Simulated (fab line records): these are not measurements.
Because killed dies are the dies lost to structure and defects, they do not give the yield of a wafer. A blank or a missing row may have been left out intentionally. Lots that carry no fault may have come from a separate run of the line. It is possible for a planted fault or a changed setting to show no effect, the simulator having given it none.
fab line records    flow ritCmos
record lots=14  wafers=42  lastDay=7
route steps=202 shown GATE@84
lots that met no fault: taken from a fault-free run of the same line
startH: hours from the record's opening day to when the first of the lot's shown wafers began    waitH: how many hours have passed since the lot's step before this one    " the same as in the row above    L1.1+2: one row covering several wafers at once    - no value present, or no start provided    * or withheld: withheld    < > ~ a bound
route shown NAME@n: NAME is a module with steps in the file, n the number in the route of the first one    usual: the fault-free wafers' mean and standard deviation    same: alike in all rows    chamber/n: place in a boat    sites: per-site readings    _std_site: the standard deviation of these    _edge_site: mean of outer sites minus mean of inner sites    radiusMm: for every site, how far away it sits from the centre of the wafer    mask NAME#n: copy n    behind: the tool/chamber that last shaped the wafer    hold: reason for holding the lot/hours on hold/outcome of the hold    device: names the non-switching transistor (n, p or np)    end of line: tests run on the same wafers once the route is complete    for a step that has no rows: nothing shown but its recipe    killed: dies that structure and defects cost at the first sort, which is not the same as the wafer's yield    map: the dies of a wafer, with x for killed, . for not killed, _ for no die there
set.NAME: the setting as run; set.NAME@STEP: as run at that earlier step    model.NAME: the simulator's own value behind a step, which no gauge read
one table for each step of the route and one row for each wafer, over a sample of lots
services: from which hour (startH, from the record's first day; less than 0 if before it) a tool's chamber was out of use, for how many hours, and why
## steps
# step RIT_GATE_CVD_08
# recipe material=poly-Si  targetThkNm=250  tempC=610  precursor=SiH4  timeS=2220  pressureMtorr=300  sih4FlowSccm=100
# usual spikeTcCentreC=612.3/1.4  spikeTcLoadC=631.2/1.6  spikeTcSourceC=629.4/2.7  susceptorTempC=609.99/0.29
lot.wafer  tool      chamber  startH  waitH  spikeTcCentreC  spikeTcLoadC  spikeTcSourceC  susceptorTempC
L672.2     lpcvd-01  1        33.47   0.0    610.7           632.8         627.6           609.75
L672.4     "         1        "       "      610.2           634.7         625.6           609.65
L672.5     "         1        "       "      610.5           632.1         627.2           609.89
L673.3     lpcvd-01  1        38.53   0.6    610.8           631.6         627.3           610.30
L673.5     "         1        "       "      608.3           630.8         627.2           609.80
L673.6     "         1        "       "      610.6           633.8         625.1           610.28
L674.1     lpcvd-01  0        44.75   0.1    613.4           630.2         628.9           609.85
L674.4     "         0        "       "      613.6           629.6         628.8           609.95
L674.5     "         0        "       "      612.9           630.1         629.6           610.28
L675.1     lpcvd-02  0        48.87   0.1    613.8           628.9         631.9           609.87
L675.3     "         0        "       "      612.8           629.7         631.7           610.41
L675.6     "         0        "       "      613.6           629.8         630.5           610.12
L676.2     lpcvd-02  1        53.72   0.0    613.0           631.3         629.2           609.95
L676.5     "         1        "       "      613.8           632.6         633.1           609.56
L676.6     "         1        "       "      613.8           631.4         631.0           609.78
L678.1     lpcvd-01  1        62.96   0.1    611.3           632.6         627.4           610.06
L678.4     "         1        "       "      612.4           631.4         624.4           610.51
L678.6     "         1        "       "      609.8           633.3         624.7           610.40
L683.1     lpcvd-01  1        88.54   0.1    609.1           631.8         625.4           610.38
L683.2     "         1        "       "      611.4           631.2         624.7           610.13
L683.5     "         1        "       "      610.2           632.4         625.7           610.04
L686.1     lpcvd-01  0        105.24  0.1    601.2           619.8         622.6           600.47
L686.2     "         0        "       "      603.5           619.7         621.2           600.45
L686.5     "         0        "       "      604.4           617.7         620.7           600.41
L687.1     lpcvd-02  1        112.24  0.1    610.8           631.2         631.5           609.82
L687.2     "         1        "       "      612.4           631.7         631.9           609.59
L687.5     "         1        "       "      614.5           629.6         631.3           609.88
L688.2     lpcvd-01  0        113.57  0.0    602.5           620.2         620.3           599.80
L688.4     "         0        "       "      601.4           619.9         618.6           599.94
L688.6     "         0        "       "      602.8           620.2         618.4           599.85
L690.1     lpcvd-02  1        125.71  0.1    614.9           631.9         630.4           610.06
L690.3     "         1        "       "      612.4           632.8         631.9           610.13
L690.4     "         1        "       "      612.9           631.4         632.3           610.36
L691.1     lpcvd-02  1        132.91  0.1    611.6           632.0         631.6           610.26
L691.2     "         1        "       "      615.9           630.8         631.5           610.61
L691.6     "         1        "       "      613.3           630.7         630.6           610.31
L693.2     lpcvd-02  1        142.91  0.0    614.2           630.9         633.5           609.88
L693.5     "         1        "       "      613.0           632.5         632.6           609.88
L693.6     "         1        "       "      613.9           630.7         631.0           609.71
L694.1     lpcvd-02  1        145.35  0.1    614.2           631.0         630.9           610.11
L694.2     "         1        "       "      612.8           632.3         631.2           609.91
L694.6     "         1        "       "      612.0           634.2         631.1           609.61
# step RIT_GATE_THK_MEAS_09
# recipe reads=poly-Si_of_GATE_CVD_08
# usual GATE_POLY_THK=249.7/2.8
lot.wafer  tool          chamber  startH  waitH  GATE_POLY_THK[nm]
L672.2     filmMetro-02  -        35.09   0.0    246.3
L672.4     "             -        "       "      246.5
L672.5     "             -        "       "      247.8
L673.3     filmMetro-04  -        40.17   0.0    254.5
L673.5     "             -        "       "      255.2
L673.6     "             -        "       "      252.5
L674.1     filmMetro-04  -        46.37   0.0    248.5
L674.4     "             -        "       "      247.3
L674.5     "             -        "       "      249.5
L675.1     filmMetro-02  -        50.49   0.0    252.8
L675.3     "             -        "       "      252.6
L675.6     "             -        "       "      254.5
L676.2     filmMetro-04  -        57.37   0.0    248.5
L676.5     "             -        "       "      250.3
L676.6     "             -        "       "      248.3
L678.1     filmMetro-04  -        64.58   0.0    250.0
L678.4     "             -        "       "      248.5
L678.6     "             -        "       "      251.0
L683.1     filmMetro-04  -        90.16   0.0    253.1
L683.2     "             -        "       "      254.7
L683.5     "             -        "       "      254.6
L686.1     filmMetro-04  -        106.86  0.0    201.0
L686.2     "             -        "       "      200.9
L686.5     "             -        "       "      200.4
L687.1     filmMetro-04  -        113.86  0.0    250.5
L687.2     "             -        "       "      250.0
L687.5     "             -        "       "      249.7
L688.2     filmMetro-04  -        115.19  0.0    194.6
L688.4     "             -        "       "      197.2
L688.6     "             -        "       "      197.3
L690.1     filmMetro-01  -        127.32  0.0    246.1
L690.3     "             -        "       "      246.0
L690.4     "             -        "       "      245.1
L691.1     filmMetro-01  -        134.52  0.0    244.1
L691.2     "             -        "       "      245.6
L691.6     "             -        "       "      243.9
L693.2     filmMetro-04  -        144.54  0.0    246.2
L693.5     "             -        "       "      247.0
L693.6     "             -        "       "      246.9
L694.1     filmMetro-02  -        146.97  0.0    246.7
L694.2     "             -        "       "      246.2
L694.6     "             -        "       "      248.3
# step RIT_GATE_ETCH_19
# recipe chemistry=SF6/CHF3/O2  timeS=165  SF6_flow_sccm=30  CHF3_flow_sccm=30  O2_flow_sccm=5  target=poly-Si  pressureMtorr=40  rfW=160  targetDepthA=3125  overEtchFrac=0.25  stopOn=SiO2
# usual O2_flow_sccm=4.996/0.016  drypumpMotorCurrentA=5.6/0.61  oesProductAu=0.853/0.013  throttleValvePct=10.26/0.09
lot.wafer  tool      chamber  startH  waitH  O2_flow_sccm  drypumpMotorCurrentA  oesProductAu  rfHoursCounterH  throttleValvePct
L672.2     rieSi-01  3        36.43   0.1    5.002         4.6                   0.852         138              10.40
L672.4     "         1        "       "      4.990         6.1                   0.835         80               10.16
L672.5     "         1        "       "      4.961         6.1                   0.835         -                10.16
L673.3     rieSi-02  3        41.49   0.1    5.013         5.5                   0.865         58               10.21
L673.5     "         0        "       "      5.003         4.8                   0.862         -                10.17
L673.6     "         1        "       "      4.975         6.5                   0.840         -                10.34
L674.1     rieSi-01  2        47.70   0.1    4.986         5.3                   0.866         40               10.39
L674.4     "         3        "       "      5.009         4.6                   0.857         138              10.39
L674.5     "         0        "       "      5.000         6.1                   0.857         -                10.18
L675.1     rieSi-01  1        52.01   0.1    5.009         6.1                   0.855         80               10.17
L675.3     "         0        "       "      4.995         6.1                   0.863         159              10.17
L675.6     "         1        "       "      4.984         6.1                   0.854         -                10.17
L676.2     rieSi-02  1        58.58   0.1    5.011         6.5                   0.833         2                10.34
L676.5     "         3        "       "      4.981         5.5                   0.857         -                10.22
L676.6     "         0        "       "      5.021         4.9                   0.843         -                10.17
L678.1     rieSi-02  3        65.82   0.1    4.998         5.5                   0.856         58               10.23
L678.4     "         0        "       "      5.022         4.9                   0.854         34               10.17
L678.6     "         2        "       "      4.986         6.0                   0.839         -                10.27
L683.1     rieSi-01  1        91.50   0.1    5.011         6.2                   0.848         80               10.16
L683.2     "         2        "       "      4.971         5.3                   0.872         40               10.39
L683.5     "         3        "       "      4.978         4.6                   0.871         -                10.39
L686.1     rieSi-02  1        108.08  0.1    5.009         6.5                   0.730         2                10.31
L686.2     "         0        "       "      5.002         4.8                   0.727         34               10.18
L686.5     "         1        "       "      4.992         6.5                   0.717         -                10.31
L687.1     rieSi-01  1        115.20  0.1    4.990         6.1                   0.851         80               10.17
L687.2     "         3        "       "      4.975         4.6                   0.869         139              10.38
L687.5     "         2        "       "      4.985         5.2                   0.866         -                10.37
L688.2     rieSi-02  0        116.53  0.1    4.991         4.8                   0.723         34               10.18
L688.4     "         1        "       "      4.997         6.5                   0.713         2                10.32
L688.6     "         0        "       "      4.992         4.9                   0.725         -                10.20
L690.1     rieSi-02  1        128.86  0.1    5.019         6.5                   0.831         2                10.31
L690.3     "         0        "       "      4.995         4.8                   0.845         34               10.17
L690.4     "         3        "       "      4.985         5.5                   0.850         58               10.21
L691.1     rieSi-01  1        135.86  0.1    5.023         6.1                   0.837         81               10.16
L691.2     "         0        "       "      4.988         6.1                   0.845         0                10.18
L691.6     "         2        "       "      4.980         5.3                   0.850         -                10.39
L693.2     rieSi-01  2        145.87  0.1    5.013         5.2                   0.868         41               10.38
L693.5     "         1        "       "      4.997         6.1                   0.844         -                10.17
L693.6     "         2        "       "      5.008         5.3                   0.867         -                10.40
L694.1     rieSi-02  3        148.47  0.1    4.998         5.5                   0.848         59               10.21
L694.2     "         0        "       "      4.968         4.8                   0.843         35               10.18
L694.6     "         3        "       "      4.995         5.5                   0.855         -                10.23
## services
tool      chamber  startH  hours  kind
rieSi-01  1        14.43   3.2    repair
lpcvd-02  -        37.68   1.6    repair
rieSi-02  -        41.77   14.6   pm
rieSi-01  0        67.85   -      clean
rieSi-01  0        67.85   23.2   scheduledDown
rieSi-01  0        67.85   23.2   ventCycle
## key
firstSign step=RIT_GATE_CVD_08  reading=susceptorTempC  direction=down  sigmas=34  usual=*  struck=*
effect step=RIT_GATE_CVD_08  reading=spikeTcLoadC  direction=down  sigmas=7.5  usual=631.2  struck=619.6
effect step=RIT_GATE_THK_MEAS_09  reading=GATE_POLY_THK  direction=down  sigmas=18  usual=249.7  struck=198.6
effect step=RIT_GATE_ETCH_19  reading=oesProductAu  direction=down  sigmas=9.7  usual=0.853  struck=0.723
metAt RIT_GATE_CVD_08
struckLots L686,L688
testerLeftOut L686,L688
onsetBetween 88.54 105.24
fault kind=processParameterDrift  tool=lpcvd-01  chamber=-  onsetH=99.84  steps=RIT_GATE_CVD_08  channel=tempC  offset=*  shape=step  endH=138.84  actsIn=*  stated=*
# testerLeftOut: of these lots the tester's yield and bins aren't shown, on N5 and GAA mostly nor the transistor test; their killed dies are dies lost to structure and defects alone, not to doping, threshold or leakage, so they don't give the yield
